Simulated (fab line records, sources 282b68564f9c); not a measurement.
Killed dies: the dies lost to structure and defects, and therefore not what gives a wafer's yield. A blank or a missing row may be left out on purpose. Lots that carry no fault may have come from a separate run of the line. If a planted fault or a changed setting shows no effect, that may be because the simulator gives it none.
fab line records || flow rit-cmos
record: {"lots": 14, "wafers": 42, "last-day": 7}
route steps=202 shown PSD@147 M1@202
lots with no fault: from the same line, run without faults
start-h: the number of hours between the record's first day and the start of the first shown wafer of the lot || wait-h: hours since the lot's step before || " repeats the value in the row above || L1.1+2: one row covering several wafers at once || - no value, or no start given || * or withheld: withheld || < > ~ a bound
route shown NAME@n: names a module that has steps shown in the file, with the first one's number in the route || usual: mean/standard deviation of fault-free wafers || same: alike in all rows || chamber/n: place in a boat || sites: each site's reading || _std_site: the values' standard deviation || _edge_site: inner sites' mean taken away from outer sites' mean || radius-mm: how far each site lies from the wafer's centre || mask NAME#n: copy n || behind: the last tool/chamber to shape the wafer || hold: the reason the lot was held/the length of the hold in hours/how it ended || device: the n, p or np transistor that did not switch || end of line: the tests these same wafers got at the end of their route || a step given without rows: its recipe and nothing more || killed: not the wafer's yield, but the dies lost to structure and defects at the first sort || map: a wafer's dies, marking killed ones x, the rest . and places with no die _
set.NAME: the setting the step ran with; set.NAME@STEP: the setting that earlier step ran with || model.NAME: the simulator's own value behind a step, which no gauge read
a sample of lots followed through the steps of the route, with each step as a table and each wafer as a row
== steps ==
step: RIT_PSD_DEVELOP_05
recipe: {"resist": "NOVOLAK", "develop-time-s": 50, "dev-temp-c": 23}
usual: {"developer-temp-C": "22.99/0.12"}
{"lot.wafer": "L945.1", "tool": "litho-track-03", "chamber": 0, "start-h": 53, "wait-h": "-", "developer-temp-C": 22.74}
{"lot.wafer": "L945.2", "tool": "litho-track-03", "chamber": 0, "start-h": 53, "wait-h": "-", "developer-temp-C": 22.71}
{"lot.wafer": "L945.5", "tool": "litho-track-03", "chamber": 0, "start-h": 53, "wait-h": "-", "developer-temp-C": 22.71}
{"lot.wafer": "L946.3", "tool": "litho-track-01", "chamber": 0, "start-h": 56, "wait-h": "-", "developer-temp-C": 22.79}
{"lot.wafer": "L946.4", "tool": "litho-track-01", "chamber": 0, "start-h": 56, "wait-h": "-", "developer-temp-C": 22.93}
{"lot.wafer": "L946.5", "tool": "litho-track-01", "chamber": 0, "start-h": 56, "wait-h": "-", "developer-temp-C": 22.92}
{"lot.wafer": "L947.1", "tool": "litho-track-01", "chamber": 0, "start-h": 60, "wait-h": "-", "developer-temp-C": 22.91}
{"lot.wafer": "L947.2", "tool": "litho-track-01", "chamber": 0, "start-h": 60, "wait-h": "-", "developer-temp-C": 23.07}
{"lot.wafer": "L947.6", "tool": "litho-track-01", "chamber": 0, "start-h": 60, "wait-h": "-", "developer-temp-C": 23.07}
{"lot.wafer": "L948.3", "tool": "litho-track-04", "chamber": 0, "start-h": 63, "wait-h": "-", "developer-temp-C": 23.00}
{"lot.wafer": "L948.5", "tool": "litho-track-04", "chamber": 0, "start-h": 63, "wait-h": "-", "developer-temp-C": 23.10}
{"lot.wafer": "L948.6", "tool": "litho-track-04", "chamber": 0, "start-h": 63, "wait-h": "-", "developer-temp-C": 23.10}
{"lot.wafer": "L949.1", "tool": "litho-track-03", "chamber": 0, "start-h": 70, "wait-h": "-", "developer-temp-C": 23.12}
{"lot.wafer": "L949.4", "tool": "litho-track-03", "chamber": 0, "start-h": 70, "wait-h": "-", "developer-temp-C": 23.10}
{"lot.wafer": "L949.5", "tool": "litho-track-03", "chamber": 0, "start-h": 70, "wait-h": "-", "developer-temp-C": 23.09}
{"lot.wafer": "L952.1", "tool": "litho-track-01", "chamber": 0, "start-h": 89, "wait-h": "-", "developer-temp-C": 20.78}
{"lot.wafer": "L952.2", "tool": "litho-track-01", "chamber": 0, "start-h": 89, "wait-h": "-", "developer-temp-C": 20.79}
{"lot.wafer": "L952.5", "tool": "litho-track-01", "chamber": 0, "start-h": 89, "wait-h": "-", "developer-temp-C": 20.83}
{"lot.wafer": "L956.2", "tool": "litho-track-01", "chamber": 0, "start-h": 109, "wait-h": "-", "developer-temp-C": 20.76}
{"lot.wafer": "L956.5", "tool": "litho-track-01", "chamber": 0, "start-h": 109, "wait-h": "-", "developer-temp-C": 20.92}
{"lot.wafer": "L956.6", "tool": "litho-track-01", "chamber": 0, "start-h": 109, "wait-h": "-", "developer-temp-C": 20.71}
{"lot.wafer": "L959.4", "tool": "litho-track-03", "chamber": 0, "start-h": 125, "wait-h": "-", "developer-temp-C": 23.02}
{"lot.wafer": "L959.5", "tool": "litho-track-03", "chamber": 0, "start-h": 125, "wait-h": "-", "developer-temp-C": 22.97}
{"lot.wafer": "L959.6", "tool": "litho-track-03", "chamber": 0, "start-h": 125, "wait-h": "-", "developer-temp-C": 22.98}
{"lot.wafer": "L960.1", "tool": "litho-track-03", "chamber": 0, "start-h": 125, "wait-h": "-", "developer-temp-C": 23.07}
{"lot.wafer": "L960.5", "tool": "litho-track-03", "chamber": 0, "start-h": 125, "wait-h": "-", "developer-temp-C": 22.96}
{"lot.wafer": "L960.6", "tool": "litho-track-03", "chamber": 0, "start-h": 126, "wait-h": "-", "developer-temp-C": 23.12}
{"lot.wafer": "L961.1", "tool": "litho-track-03", "chamber": 0, "start-h": 130, "wait-h": "-", "developer-temp-C": 22.91}
{"lot.wafer": "L961.3", "tool": "litho-track-03", "chamber": 0, "start-h": 130, "wait-h": "-", "developer-temp-C": 23.07}
{"lot.wafer": "L961.5", "tool": "litho-track-03", "chamber": 0, "start-h": 131, "wait-h": "-", "developer-temp-C": 23.02}
{"lot.wafer": "L962.2", "tool": "litho-track-03", "chamber": 0, "start-h": 140, "wait-h": "-", "developer-temp-C": 22.85}
{"lot.wafer": "L962.3", "tool": "litho-track-03", "chamber": 0, "start-h": 140, "wait-h": "-", "developer-temp-C": 23.01}
{"lot.wafer": "L962.6", "tool": "litho-track-03", "chamber": 0, "start-h": 140, "wait-h": "-", "developer-temp-C": 22.86}
{"lot.wafer": "L963.3", "tool": "litho-track-03", "chamber": 0, "start-h": 146, "wait-h": "-", "developer-temp-C": 22.94}
{"lot.wafer": "L963.4", "tool": "litho-track-03", "chamber": 0, "start-h": 146, "wait-h": "-", "developer-temp-C": 22.97}
{"lot.wafer": "L963.5", "tool": "litho-track-03", "chamber": 0, "start-h": 146, "wait-h": "-", "developer-temp-C": 22.85}
{"lot.wafer": "L966.1", "tool": "litho-track-04", "chamber": 0, "start-h": 165, "wait-h": "-", "developer-temp-C": 23.04}
{"lot.wafer": "L966.4", "tool": "litho-track-04", "chamber": 0, "start-h": 165, "wait-h": "-", "developer-temp-C": 23.01}
{"lot.wafer": "L966.5", "tool": "litho-track-04", "chamber": 0, "start-h": 165, "wait-h": "-", "developer-temp-C": 22.87}
{"lot.wafer": "L967.2", "tool": "litho-track-03", "chamber": 0, "start-h": 168, "wait-h": "-", "developer-temp-C": 22.81}
{"lot.wafer": "L967.3", "tool": "litho-track-03", "chamber": 0, "start-h": 168, "wait-h": "-", "developer-temp-C": 22.94}
{"lot.wafer": "L967.5", "tool": "litho-track-03", "chamber": 0, "start-h": 168, "wait-h": "-", "developer-temp-C": 22.82}
step: RIT_M1_PROBE_99
usual: {"killed-at-contacts": "0.1/0.28", "killed-at-front-end": "7.0/2.9", "killed-dies": "7.0/2.9", "killed-open": "3.4/2.1", "killed-short": "3.6/1.7"}
same: {"gross-dies": 264, "killed_at_M0_to_M3": 0, "killed_at_M4_up": 0, "killed-at-back-side": 0, "killed-at-other": 0}
{"lot.wafer": "L945.1", "tool": "prober-02", "chamber": "-", "start-h": 62.27, "wait-h": 0.1, "killed-at-contacts": 0, "killed-at-front-end": 4, "killed-dies": 4, "killed-open": 1, "killed-short": 3}
{"lot.wafer": "L945.2", "tool": "prober-02", "chamber": "-", "start-h": 62.32, "wait-h": 0.1, "killed-at-contacts": 0, "killed-at-front-end": 8, "killed-dies": 8, "killed-open": 3, "killed-short": 5}
{"lot.wafer": "L945.5", "tool": "prober-02", "chamber": "-", "start-h": 62.47, "wait-h": 0.2, "killed-at-contacts": 0, "killed-at-front-end": 7, "killed-dies": 7, "killed-open": 3, "killed-short": 4}
{"lot.wafer": "L946.3", "tool": "prober-01", "chamber": "-", "start-h": 65.52, "wait-h": 0.2, "killed-at-contacts": 0, "killed-at-front-end": 14, "killed-dies": 14, "killed-open": 7, "killed-short": 7}
{"lot.wafer": "L946.4", "tool": "prober-01", "chamber": "-", "start-h": 65.57, "wait-h": 0.2, "killed-at-contacts": 1, "killed-at-front-end": 5, "killed-dies": 6, "killed-open": 2, "killed-short": 4}
{"lot.wafer": "L946.5", "tool": "prober-01", "chamber": "-", "start-h": 65.62, "wait-h": 0.2, "killed-at-contacts": 0, "killed-at-front-end": 4, "killed-dies": 4, "killed-open": 0, "killed-short": 4}
{"lot.wafer": "L947.1", "tool": "prober-02", "chamber": "-", "start-h": 69.17, "wait-h": 0.1, "killed-at-contacts": 1, "killed-at-front-end": 6, "killed-dies": 7, "killed-open": 2, "killed-short": 5}
{"lot.wafer": "L947.2", "tool": "prober-02", "chamber": "-", "start-h": 69.22, "wait-h": 0.1, "killed-at-contacts": 0, "killed-at-front-end": 5, "killed-dies": 5, "killed-open": 3, "killed-short": 2}
{"lot.wafer": "L947.6", "tool": "prober-02", "chamber": "-", "start-h": 69.42, "wait-h": 0.2, "killed-at-contacts": 1, "killed-at-front-end": 4, "killed-dies": 5, "killed-open": 2, "killed-short": 3}
{"lot.wafer": "L948.3", "tool": "prober-01", "chamber": "-", "start-h": 72.46, "wait-h": 0.2, "killed-at-contacts": 0, "killed-at-front-end": 12, "killed-dies": 12, "killed-open": 8, "killed-short": 4}
{"lot.wafer": "L948.5", "tool": "prober-01", "chamber": "-", "start-h": 72.56, "wait-h": 0.2, "killed-at-contacts": 0, "killed-at-front-end": 5, "killed-dies": 5, "killed-open": 2, "killed-short": 3}
{"lot.wafer": "L948.6", "tool": "prober-01", "chamber": "-", "start-h": 72.61, "wait-h": 0.2, "killed-at-contacts": 0, "killed-at-front-end": 6, "killed-dies": 6, "killed-open": 3, "killed-short": 3}
{"lot.wafer": "L949.1", "tool": "prober-02", "chamber": "-", "start-h": 78.88, "wait-h": 0.1, "killed-at-contacts": 0, "killed-at-front-end": 8, "killed-dies": 8, "killed-open": 4, "killed-short": 4}
{"lot.wafer": "L949.4", "tool": "prober-02", "chamber": "-", "start-h": 79.03, "wait-h": 0.2, "killed-at-contacts": 0, "killed-at-front-end": 8, "killed-dies": 8, "killed-open": 4, "killed-short": 4}
{"lot.wafer": "L949.5", "tool": "prober-02", "chamber": "-", "start-h": 79.08, "wait-h": 0.2, "killed-at-contacts": 0, "killed-at-front-end": 8, "killed-dies": 8, "killed-open": 4, "killed-short": 4}
{"lot.wafer": "L952.1", "tool": "prober-02", "chamber": "-", "start-h": 98.42, "wait-h": 0.1, "killed-at-contacts": 0, "killed-at-front-end": 5, "killed-dies": 5, "killed-open": 2, "killed-short": 3}
{"lot.wafer": "L952.2", "tool": "prober-02", "chamber": "-", "start-h": 98.47, "wait-h": 0.1, "killed-at-contacts": 0, "killed-at-front-end": 4, "killed-dies": 4, "killed-open": 1, "killed-short": 3}
{"lot.wafer": "L952.5", "tool": "prober-02", "chamber": "-", "start-h": 98.62, "wait-h": 0.2, "killed-at-contacts": 0, "killed-at-front-end": 7, "killed-dies": 7, "killed-open": 2, "killed-short": 5}
{"lot.wafer": "L956.2", "tool": "prober-02", "chamber": "-", "start-h": 118.56, "wait-h": 0.1, "killed-at-contacts": 0, "killed-at-front-end": 7, "killed-dies": 7, "killed-open": 0, "killed-short": 7}
{"lot.wafer": "L956.5", "tool": "prober-02", "chamber": "-", "start-h": 118.71, "wait-h": 0.2, "killed-at-contacts": 0, "killed-at-front-end": 6, "killed-dies": 6, "killed-open": 3, "killed-short": 3}
{"lot.wafer": "L956.6", "tool": "prober-02", "chamber": "-", "start-h": 118.76, "wait-h": 0.2, "killed-at-contacts": 0, "killed-at-front-end": 10, "killed-dies": 10, "killed-open": 5, "killed-short": 5}
{"lot.wafer": "L959.4", "tool": "prober-01", "chamber": "-", "start-h": 134.11, "wait-h": 0.2, "killed-at-contacts": 0, "killed-at-front-end": 5, "killed-dies": 5, "killed-open": 2, "killed-short": 3}
{"lot.wafer": "L959.5", "tool": "prober-01", "chamber": "-", "start-h": 134.16, "wait-h": 0.2, "killed-at-contacts": 0, "killed-at-front-end": 8, "killed-dies": 8, "killed-open": 3, "killed-short": 5}
{"lot.wafer": "L959.6", "tool": "prober-01", "chamber": "-", "start-h": 134.21, "wait-h": 0.2, "killed-at-contacts": 0, "killed-at-front-end": 12, "killed-dies": 12, "killed-open": 8, "killed-short": 4}
{"lot.wafer": "L960.1", "tool": "prober-02", "chamber": "-", "start-h": 135.46, "wait-h": 0.1, "killed-at-contacts": 0, "killed-at-front-end": 13, "killed-dies": 13, "killed-open": 9, "killed-short": 4}
{"lot.wafer": "L960.5", "tool": "prober-02", "chamber": "-", "start-h": 135.66, "wait-h": 0.2, "killed-at-contacts": 0, "killed-at-front-end": 8, "killed-dies": 8, "killed-open": 3, "killed-short": 5}
{"lot.wafer": "L960.6", "tool": "prober-02", "chamber": "-", "start-h": 135.71, "wait-h": 0.2, "killed-at-contacts": 0, "killed-at-front-end": 7, "killed-dies": 7, "killed-open": 4, "killed-short": 3}
{"lot.wafer": "L961.1", "tool": "prober-01", "chamber": "-", "start-h": 139.45, "wait-h": 0.1, "killed-at-contacts": 0, "killed-at-front-end": 7, "killed-dies": 7, "killed-open": 5, "killed-short": 2}
{"lot.wafer": "L961.3", "tool": "prober-01", "chamber": "-", "start-h": 139.55, "wait-h": 0.2, "killed-at-contacts": 0, "killed-at-front-end": 5, "killed-dies": 5, "killed-open": 1, "killed-short": 4}
{"lot.wafer": "L961.5", "tool": "prober-01", "chamber": "-", "start-h": 139.65, "wait-h": 0.2, "killed-at-contacts": 0, "killed-at-front-end": 9, "killed-dies": 9, "killed-open": 7, "killed-short": 2}
{"lot.wafer": "L962.2", "tool": "prober-02", "chamber": "-", "start-h": 149.59, "wait-h": 0.1, "killed-at-contacts": 0, "killed-at-front-end": 7, "killed-dies": 7, "killed-open": 5, "killed-short": 2}
{"lot.wafer": "L962.3", "tool": "prober-02", "chamber": "-", "start-h": 149.64, "wait-h": 0.2, "killed-at-contacts": 0, "killed-at-front-end": 6, "killed-dies": 6, "killed-open": 3, "killed-short": 3}
{"lot.wafer": "L962.6", "tool": "prober-02", "chamber": "-", "start-h": 149.79, "wait-h": 0.2, "killed-at-contacts": 0, "killed-at-front-end": 12, "killed-dies": 12, "killed-open": 4, "killed-short": 8}
{"lot.wafer": "L963.3", "tool": "prober-02", "chamber": "-", "start-h": 155.64, "wait-h": 0.2, "killed-at-contacts": 0, "killed-at-front-end": 4, "killed-dies": 4, "killed-open": 1, "killed-short": 3}
{"lot.wafer": "L963.4", "tool": "prober-02", "chamber": "-", "start-h": 155.69, "wait-h": 0.2, "killed-at-contacts": 0, "killed-at-front-end": 4, "killed-dies": 4, "killed-open": 1, "killed-short": 3}
{"lot.wafer": "L963.5", "tool": "prober-02", "chamber": "-", "start-h": 155.74, "wait-h": 0.2, "killed-at-contacts": 0, "killed-at-front-end": 9, "killed-dies": 9, "killed-open": 4, "killed-short": 5}
{"lot.wafer": "L966.1", "tool": "prober-02", "chamber": "-", "start-h": 174.74, "wait-h": 0.1, "killed-at-contacts": 0, "killed-at-front-end": 4, "killed-dies": 4, "killed-open": 3, "killed-short": 1}
{"lot.wafer": "L966.4", "tool": "prober-02", "chamber": "-", "start-h": 174.89, "wait-h": 0.2, "killed-at-contacts": 0, "killed-at-front-end": 7, "killed-dies": 7, "killed-open": 6, "killed-short": 1}
{"lot.wafer": "L966.5", "tool": "prober-02", "chamber": "-", "start-h": 174.94, "wait-h": 0.2, "killed-at-contacts": 0, "killed-at-front-end": 5, "killed-dies": 5, "killed-open": 2, "killed-short": 3}
{"lot.wafer": "L967.2", "tool": "prober-02", "chamber": "-", "start-h": 178.28, "wait-h": 0.1, "killed-at-contacts": 0, "killed-at-front-end": 9, "killed-dies": 9, "killed-open": 5, "killed-short": 4}
{"lot.wafer": "L967.3", "tool": "prober-02", "chamber": "-", "start-h": 178.33, "wait-h": 0.2, "killed-at-contacts": 0, "killed-at-front-end": 6, "killed-dies": 6, "killed-open": 3, "killed-short": 3}
{"lot.wafer": "L967.5", "tool": "prober-02", "chamber": "-", "start-h": 178.43, "wait-h": 0.2, "killed-at-contacts": 0, "killed-at-front-end": 3, "killed-dies": 3, "killed-open": 0, "killed-short": 3}
killed by level:class
L945.1 GATE:geometric-particle:short=3 SPACER:geometric-particle:open=1
L945.2 SPACER:geometric-particle:short=2 GATE:geometric-particle:short=2 GATE:geometric-particle:open=2 FOX1:geometric-particle:short=1 REOX:geometric-particle:open=1
L945.5 GATE:geometric-particle:open=3 SILICIDE:geometric-particle:short=2 FOX1:geometric-particle:short=1 GATE:geometric-particle:short=1
L946.3 REOX:geometric-particle:open=3 REOX:geometric-particle:short=3 GATE:geometric-particle:short=2 SILICIDE:geometric-particle:open=2 FOX2:geometric-particle:open=1 GATE:geometric-particle:open=1 SPACER:geometric-particle:short=1 SILICIDE:geometric-particle:short=1
L946.4 GATE:geometric-particle:open=2 GATE:geometric-particle:short=1 SPACER:geometric-particle:short=1 SILICIDE:geometric-particle:short=1 CONTACT:geometric-particle:short=1
L946.5 SILICIDE:geometric-particle:short=2 GATE:geometric-particle:short=1 SPACER:geometric-particle:short=1
L947.1 GATE:geometric-particle:short=2 SPACER:geometric-particle:short=2 FOX1:geometric-particle:open=1 FOX1:geometric-particle:short=1 CONTACT:geometric-particle:open=1
L947.2 FOX1:geometric-particle:open=1 GATE:geometric-particle:short=1 GATE:geometric-particle:open=1 REOX:geometric-particle:open=1 SPACER:geometric-particle:short=1
L947.6 GATE:geometric-particle:short=2 FOX1:geometric-particle:open=1 SPACER:geometric-particle:short=1 CONTACT:geometric-particle:open=1
L948.3 GATE:geometric-particle:open=4 GATE:geometric-particle:short=3 FOX1:geometric-particle:open=1 REOX:geometric-particle:open=1 SPACER:geometric-particle:open=1 SILICIDE:geometric-particle:open=1 SILICIDE:geometric-particle:short=1
L948.5 SILICIDE:geometric-particle:short=3 GATE:geometric-particle:open=2
L948.6 FOX1:geometric-particle:short=2 GATE:geometric-particle:open=1 REOX:geometric-particle:open=1 REOX:geometric-particle:short=1 SILICIDE:geometric-particle:open=1
L949.1 GATE:geometric-particle:short=3 FOX1:geometric-particle:open=1 FOX2:geometric-particle:open=1 GATE:geometric-particle:open=1 REOX:geometric-particle:open=1 SPACER:geometric-particle:short=1
L949.4 FOX2:geometric-particle:open=2 FOX1:geometric-particle:short=1 GATE:geometric-particle:open=1 GATE:geometric-particle:short=1 SPACER:geometric-particle:short=1 SILICIDE:geometric-particle:open=1 SILICIDE:geometric-particle:short=1
L949.5 REOX:geometric-particle:short=2 FOX1:geometric-particle:open=1 GATE:geometric-particle:short=1 GATE:geometric-particle:open=1 REOX:geometric-particle:open=1 SILICIDE:geometric-particle:short=1 SILICIDE:geometric-particle:open=1
L952.1 GATE:geometric-particle:short=2 REOX:geometric-particle:open=1 SPACER:geometric-particle:short=1 SPACER:geometric-particle:open=1
L952.2 FOX2:geometric-particle:short=1 GATE:geometric-particle:open=1 REOX:geometric-particle:short=1 SILICIDE:geometric-particle:short=1
L952.5 SILICIDE:geometric-particle:short=3 GATE:geometric-particle:short=2 REOX:geometric-particle:open=1 SPACER:geometric-particle:open=1
L956.2 GATE:geometric-particle:short=4 SPACER:geometric-particle:short=2 FOX1:geometric-particle:short=1
L956.5 SILICIDE:geometric-particle:short=2 FOX1:geometric-particle:open=1 GATE:geometric-particle:short=1 GATE:geometric-particle:open=1 SILICIDE:geometric-particle:open=1
L956.6 FOX1:geometric-particle:short=3 FOX1:geometric-particle:open=2 FOX2:geometric-particle:short=2 GATE:geometric-particle:open=2 SPACER:geometric-particle:open=1
L959.4 GATE:geometric-particle:open=2 FOX2:geometric-particle:short=1 GATE:geometric-particle:short=1 SPACER:geometric-particle:short=1
L959.5 GATE:geometric-particle:short=3 FOX2:geometric-particle:short=2 FOX1:geometric-particle:open=1 FOX2:geometric-particle:open=1 SILICIDE:geometric-particle:open=1
L959.6 GATE:geometric-particle:short=4 FOX2:geometric-particle:open=2 GATE:geometric-particle:open=2 SPACER:geometric-particle:open=2 SILICIDE:geometric-particle:open=2
L960.1 GATE:geometric-particle:open=5 REOX:geometric-particle:short=2 ACTIVE:geometric-particle:short=1 FOX1:geometric-particle:open=1 FOX2:geometric-particle:open=1 GATE:geometric-particle:short=1 REOX:geometric-particle:open=1 SPACER:geometric-particle:open=1
L960.5 GATE:geometric-particle:short=2 SILICIDE:geometric-particle:open=2 FOX1:geometric-particle:short=1 SPACER:geometric-particle:short=1 SPACER:geometric-particle:open=1 SILICIDE:geometric-particle:short=1
L960.6 GATE:geometric-particle:short=3 GATE:geometric-particle:open=2 SPACER:geometric-particle:open=1 SILICIDE:geometric-particle:open=1
L961.1 FOX2:geometric-particle:short=2 GATE:geometric-particle:open=2 FOX2:geometric-particle:open=1 SPACER:geometric-particle:open=1 SILICIDE:geometric-particle:open=1
L961.3 FOX1:geometric-particle:short=1 FOX2:geometric-particle:short=1 GATE:geometric-particle:open=1 SPACER:geometric-particle:short=1 SILICIDE:geometric-particle:short=1
L961.5 GATE:geometric-particle:open=3 FOX2:geometric-particle:open=2 FOX1:geometric-particle:open=1 GATE:geometric-particle:short=1 SPACER:geometric-particle:open=1 SILICIDE:geometric-particle:short=1
L962.2 REOX:geometric-particle:open=2 FOX2:geometric-particle:open=1 GATE:geometric-particle:open=1 REOX:geometric-particle:short=1 SPACER:geometric-particle:open=1 SILICIDE:geometric-particle:short=1
L962.3 GATE:geometric-particle:short=2 REOX:geometric-particle:open=2 GATE:geometric-particle:open=1 REOX:geometric-particle:short=1
L962.6 FOX2:geometric-particle:short=2 GATE:geometric-particle:short=2 SPACER:geometric-particle:short=2 SILICIDE:geometric-particle:open=2 FOX1:geometric-particle:open=1 GATE:geometric-particle:open=1 REOX:geometric-particle:short=1 SILICIDE:geometric-particle:short=1
L963.3 FOX1:geometric-particle:short=1 FOX2:geometric-particle:short=1 REOX:geometric-particle:open=1 REOX:geometric-particle:short=1
L963.4 FOX1:geometric-particle:short=1 FOX2:geometric-particle:short=1 GATE:geometric-particle:short=1 GATE:geometric-particle:open=1
L963.5 GATE:geometric-particle:open=2 GATE:geometric-particle:short=2 FOX1:geometric-particle:short=1 FOX1:geometric-particle:open=1 FOX2:geometric-particle:open=1 FOX2:geometric-particle:short=1 SPACER:geometric-particle:short=1
L966.1 FOX1:geometric-particle:open=1 FOX2:geometric-particle:open=1 GATE:geometric-particle:open=1 GATE:geometric-particle:short=1
L966.4 GATE:geometric-particle:open=2 SILICIDE:geometric-particle:open=2 FOX1:geometric-particle:short=1 FOX1:geometric-particle:open=1 REOX:geometric-particle:open=1
L966.5 GATE:geometric-particle:short=2 FOX2:geometric-particle:open=1 SILICIDE:geometric-particle:open=1 SILICIDE:geometric-particle:short=1
L967.2 FOX2:geometric-particle:open=2 FOX2:geometric-particle:short=2 GATE:geometric-particle:short=1 REOX:geometric-particle:open=1 SPACER:geometric-particle:open=1 SPACER:geometric-particle:short=1 SILICIDE:geometric-particle:open=1
L967.3 FOX2:geometric-particle:open=2 FOX2:geometric-particle:short=1 GATE:geometric-particle:short=1 GATE:geometric-particle:open=1 SILICIDE:geometric-particle:short=1
L967.5 GATE:geometric-particle:short=3
== key ==
first-sign: {"step": "RIT_PSD_DEVELOP_05", "reading": "developer-temp-C", "direction": "down", "sigmas": 18, "usual": "*", "struck": "*"}
effect none on later readings
met-at RIT_PSD_DEVELOP_05
struck-lots L952,L956
tester-left-out L952,L956
onset-between 60 89
fault: {"kind": "process-parameter-drift", "tool": "litho-track-01", "chamber": "-", "onset-h": 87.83, "steps": "RIT_PSD_DEVELOP_05", "channel": "dev-temp-c", "offset": "*", "shape": "step", "end-h": 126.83, "acts-in": "*", "stated": "*"}
tester-left-out: of these lots the tester's yield and bins aren't shown, on N5 and GAA mostly nor the transistor test; their killed dies are dies lost to structure and defects alone, not to doping, threshold or leakage, so they don't give the yield
